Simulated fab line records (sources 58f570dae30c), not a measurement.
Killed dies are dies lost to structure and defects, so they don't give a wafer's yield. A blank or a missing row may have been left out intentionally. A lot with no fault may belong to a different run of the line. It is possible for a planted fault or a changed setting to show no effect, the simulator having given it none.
Which tool is to blame? || flow berkeley_cmos170 || 42 wafers from 14 lots sampled at 4 of the route's 331 steps

WHAT THE GAUGES SHOWED, per wafer
UCB170_PVT_TW_MEAS_09.
{"lot": "L481", "measured": "day 7 02:53", "on": "film_metro-02", "PVT_TW": "504.7 504.8 506.5"}
{"lot": "L480", "measured": "day 7 03:10", "on": "film_metro-01", "PVT_TW": "503.6 505.0 504.8"}
{"lot": "L478", "measured": "day 7 03:54", "on": "film_metro-01", "PVT_TW": "503.4 500.3 506.5"}
{"lot": "L484", "measured": "day 7 19:53", "on": "film_metro-01", "PVT_TW": "508.1 507.0 504.8"}
{"lot": "L485", "measured": "day 7 20:25", "on": "film_metro-02", "PVT_TW": "505.5 505.9 504.3"}
{"lot": "L483", "measured": "day 7 20:41", "on": "film_metro-01", "PVT_TW": "506.6 505.6 507.8"}
{"lot": "L482", "measured": "day 7 21:25", "on": "film_metro-02", "PVT_TW": "506.9 504.0 505.2"}
{"lot": "L487", "measured": "day 8 04:22", "on": "film_metro-02", "PVT_TW": "499.1 502.7 500.2"}
{"lot": "L490", "measured": "day 9 04:43", "on": "film_metro-01", "PVT_TW": "505.2 507.0 505.6"}
{"lot": "L489", "measured": "day 9 05:16", "on": "film_metro-02", "PVT_TW": "505.6 501.8 506.5"}
{"lot": "L491", "measured": "day 9 16:03", "on": "film_metro-03", "PVT_TW": "503.3 500.8 502.1"}
{"lot": "L492", "measured": "day 9 16:16", "on": "film_metro-02", "PVT_TW": "501.9 503.8 505.7"}
{"lot": "L496", "measured": "day 10 16:43", "on": "film_metro-01", "PVT_TW": "503.8 506.2 507.3"}
{"lot": "L500", "measured": "day 11 02:56", "on": "film_metro-02", "PVT_TW": "506.2 504.4 507.6"}

UCB170_GATE_OVL_MEAS_13.
{"lot": "L481", "measured": "day 7 17:08", "on": "overlay-02", "GATE_OVL (nm)": "14 -1 10"}
{"lot": "L480", "measured": "day 7 18:04", "on": "overlay-01", "GATE_OVL (nm)": "3 6 2"}
{"lot": "L478", "measured": "day 7 17:49", "on": "overlay-02", "GATE_OVL (nm)": "5 6 5"}
{"lot": "L484", "measured": "day 8 11:21", "on": "overlay-01", "GATE_OVL (nm)": "-1 4 6"}
{"lot": "L485", "measured": "day 8 11:55", "on": "overlay-02", "GATE_OVL (nm)": "5 3 3"}
{"lot": "L483", "measured": "day 8 11:40", "on": "overlay-01", "GATE_OVL (nm)": "0 -2 5"}
{"lot": "L482", "measured": "day 8 11:31", "on": "overlay-02", "GATE_OVL (nm)": "-1 -2 2"}
{"lot": "L487", "measured": "day 9 01:11", "on": "overlay-01", "GATE_OVL (nm)": "-4 -4 4"}
{"lot": "L490", "measured": "day 9 23:02", "on": "overlay-01", "GATE_OVL (nm)": "0 1 3"}
{"lot": "L489", "measured": "day 9 23:16", "on": "overlay-01", "GATE_OVL (nm)": "2 4 -1"}
{"lot": "L491", "measured": "day 10 08:08", "on": "overlay-01", "GATE_OVL (nm)": "1 1 7"}
{"lot": "L492", "measured": "day 10 08:23", "on": "overlay-01", "GATE_OVL (nm)": "5 -1 0"}
{"lot": "L496", "measured": "day 11 09:02", "on": "overlay-02", "GATE_OVL (nm)": "1 -3 -4"}
{"lot": "L500", "measured": "day 11 16:59", "on": "overlay-01", "GATE_OVL (nm)": "-5 -7 -1"}

UCB170_PLDD_CD_MEAS_06: target cd 1200 nm.
{"lot": "L481", "measured": "day 7 21:48", "on": "cd_sem-01", "cd_nm (nm)": "1199.0 1200.6 1199.8"}
{"lot": "L480", "measured": "day 7 22:02", "on": "cd_sem-02", "cd_nm (nm)": "1202.5 1201.2 1202.0"}
{"lot": "L478", "measured": "day 7 21:46", "on": "cd_sem-02", "cd_nm (nm)": "1201.5 1200.5 1202.3"}
{"lot": "L484", "measured": "day 8 13:14", "on": "cd_sem-02", "cd_nm (nm)": "1201.9 1202.4 1200.5"}
{"lot": "L485", "measured": "day 8 13:56", "on": "cd_sem-01", "cd_nm (nm)": "1202.1 1201.3 1200.6"}
{"lot": "L483", "measured": "day 8 13:40", "on": "cd_sem-02", "cd_nm (nm)": "1201.2 1200.3 1200.6"}
{"lot": "L482", "measured": "day 8 13:24", "on": "cd_sem-01", "cd_nm (nm)": "1200.7 1200.1 1200.3"}
{"lot": "L487", "measured": "day 9 05:26", "on": "cd_sem-02", "cd_nm (nm)": "1201.3 1201.0 1200.4"}
{"lot": "L490", "measured": "day 10 00:34", "on": "cd_sem-01", "cd_nm (nm)": "1198.5 1199.0 1198.5"}
{"lot": "L489", "measured": "day 10 00:51", "on": "cd_sem-02", "cd_nm (nm)": "1198.2 1199.3 1199.7"}
{"lot": "L491", "measured": "day 10 11:08", "on": "cd_sem-01", "cd_nm (nm)": "1200.9 1199.2 1198.8"}
{"lot": "L492", "measured": "day 10 11:16", "on": "cd_sem-01", "cd_nm (nm)": "1200.8 1200.8 1201.2"}
{"lot": "L496", "measured": "day 11 10:32", "on": "cd_sem-02", "cd_nm (nm)": "1198.8 1199.0 1198.6"}
{"lot": "L500", "measured": "day 11 19:02", "on": "cd_sem-02", "cd_nm (nm)": "1197.4 1198.9 1199.5"}

WHICH TOOL RAN EACH LOT (tool, then ch and the chambers of the sampled wafers, then the start)
{"lot": "L481", "UCB170_GATE_ETCH_15": "rie_si-01 ch 0,1,3, day 7 17:13"}
{"lot": "L480", "UCB170_GATE_ETCH_15": "rie_si-01 ch 0,1, day 7 18:08"}
{"lot": "L478", "UCB170_GATE_ETCH_15": "rie_si-02 ch 0,1, day 7 17:53"}
{"lot": "L484", "UCB170_GATE_ETCH_15": "rie_si-01 ch 0,2, day 8 11:25"}
{"lot": "L485", "UCB170_GATE_ETCH_15": "rie_si-02 ch 1,2,3, day 8 11:59"}
{"lot": "L483", "UCB170_GATE_ETCH_15": "rie_si-01 ch 1,3, day 8 11:45"}
{"lot": "L482", "UCB170_GATE_ETCH_15": "rie_si-02 ch 0,1, day 8 11:36"}
{"lot": "L487", "UCB170_GATE_ETCH_15": "rie_si-02 ch 0,1, day 9 01:16"}
{"lot": "L490", "UCB170_GATE_ETCH_15": "rie_si-02 ch 0,2,3, day 9 23:07"}
{"lot": "L489", "UCB170_GATE_ETCH_15": "rie_si-01 ch 1,2, day 9 23:21"}
{"lot": "L491", "UCB170_GATE_ETCH_15": "rie_si-01 ch 0,2,3, day 10 08:13"}
{"lot": "L492", "UCB170_GATE_ETCH_15": "rie_si-01 ch 0,1,3, day 10 08:28"}
{"lot": "L496", "UCB170_GATE_ETCH_15": "rie_si-02 ch 0,2, day 11 09:06"}
{"lot": "L500", "UCB170_GATE_ETCH_15": "rie_si-02 ch 1,2, day 11 17:04"}
- UCB170_GATE_ETCH_15: etches poly-Si in HBr/Cl2, stops on SiO2, time 56.3 s, target depth 278.2 nm.

AS READ BY THE TOOLS THEMSELVES (means over the sampled wafers that have a number; for cases with no such wafer, the mark the record gives instead)
UCB170_GATE_ETCH_15.
{"lot": "L481", "tool": "rie_si-01", "HBr_flow_sccm (sccm)": 150.3, "drypump_motor_current_A (A)": 5.6, "oes_product_au (a.u.)": 0.820, "run_length_s (s)": 84.5, "throttle_valve_pct (%)": 26.54}
{"lot": "L480", "tool": "rie_si-01", "HBr_flow_sccm (sccm)": 149.8, "drypump_motor_current_A (A)": 6.0, "oes_product_au (a.u.)": 0.818, "run_length_s (s)": 84.9, "throttle_valve_pct (%)": 26.41}
{"lot": "L478", "tool": "rie_si-02", "HBr_flow_sccm (sccm)": 149.8, "drypump_motor_current_A (A)": 5.3, "oes_product_au (a.u.)": 0.814, "run_length_s (s)": 84.7, "throttle_valve_pct (%)": 26.48}
{"lot": "L484", "tool": "rie_si-01", "HBr_flow_sccm (sccm)": 150.2, "drypump_motor_current_A (A)": 5.9, "oes_product_au (a.u.)": 0.827, "run_length_s (s)": 85.5, "throttle_valve_pct (%)": 26.42}
{"lot": "L485", "tool": "rie_si-02", "HBr_flow_sccm (sccm)": 149.7, "drypump_motor_current_A (A)": 5.3, "oes_product_au (a.u.)": 0.824, "run_length_s (s)": 84.6, "throttle_valve_pct (%)": 26.53}
{"lot": "L483", "tool": "rie_si-01", "HBr_flow_sccm (sccm)": 149.9, "drypump_motor_current_A (A)": 5.2, "oes_product_au (a.u.)": 0.830, "run_length_s (s)": 84.3, "throttle_valve_pct (%)": 26.68}
{"lot": "L482", "tool": "rie_si-02", "HBr_flow_sccm (sccm)": 150.0, "drypump_motor_current_A (A)": 5.3, "oes_product_au (a.u.)": 0.805, "run_length_s (s)": 84.7, "throttle_valve_pct (%)": 26.47}
{"lot": "L487", "tool": "rie_si-02", "HBr_flow_sccm (sccm)": 150.4, "drypump_motor_current_A (A)": 5.5, "oes_product_au (a.u.)": 0.830, "run_length_s (s)": 84.6, "throttle_valve_pct (%)": 26.31}
{"lot": "L490", "tool": "rie_si-02", "HBr_flow_sccm (sccm)": 150.0, "drypump_motor_current_A (A)": 5.5, "oes_product_au (a.u.)": 0.837, "run_length_s (s)": 84.9, "throttle_valve_pct (%)": 26.36}
{"lot": "L489", "tool": "rie_si-01", "HBr_flow_sccm (sccm)": 149.8, "drypump_motor_current_A (A)": 5.5, "oes_product_au (a.u.)": 0.837, "run_length_s (s)": 84.2, "throttle_valve_pct (%)": 26.38}
{"lot": "L491", "tool": "rie_si-01", "HBr_flow_sccm (sccm)": 150.4, "drypump_motor_current_A (A)": 5.5, "oes_product_au (a.u.)": 0.815, "run_length_s (s)": 86.4, "throttle_valve_pct (%)": 26.55}
{"lot": "L492", "tool": "rie_si-01", "HBr_flow_sccm (sccm)": 149.8, "drypump_motor_current_A (A)": 5.6, "oes_product_au (a.u.)": 0.811, "run_length_s (s)": 86.1, "throttle_valve_pct (%)": 26.54}
{"lot": "L496", "tool": "rie_si-02", "HBr_flow_sccm (sccm)": 149.9, "drypump_motor_current_A (A)": 5.6, "oes_product_au (a.u.)": 0.841, "run_length_s (s)": 85.0, "throttle_valve_pct (%)": 26.27}
{"lot": "L500", "tool": "rie_si-02", "HBr_flow_sccm (sccm)": 150.1, "drypump_motor_current_A (A)": 5.5, "oes_product_au (a.u.)": 0.839, "run_length_s (s)": 85.1, "throttle_valve_pct (%)": 26.44}

THE ANSWER, worked out from the rows above alone
Rule: the usual values come from the lots themselves. Put in order of their means at a reading, lots are off if they are a third of the lots or fewer, leave a main group of 4 or more, and stand apart from it by a gap of 3 or more times the standard deviation of the main group's means; of several such gaps the widest counts. The tables above print the reading to a certain number of digits; a main group whose means all agree to those digits is not used. Also off: a lot with no number at a reading for which 4 or more lots have one. The other lots that the step has rows for count as sound. After the gauges, taken in route order, come the tools' own readings; for these a lot's mean is taken, as printed above. At the first step where some lot is off, the reading lying furthest off is the one used; lots without a number count as furthest.
Nothing can be told from this: no lot is off at any reading shown.

WHAT THE SIMULATOR PUT IN
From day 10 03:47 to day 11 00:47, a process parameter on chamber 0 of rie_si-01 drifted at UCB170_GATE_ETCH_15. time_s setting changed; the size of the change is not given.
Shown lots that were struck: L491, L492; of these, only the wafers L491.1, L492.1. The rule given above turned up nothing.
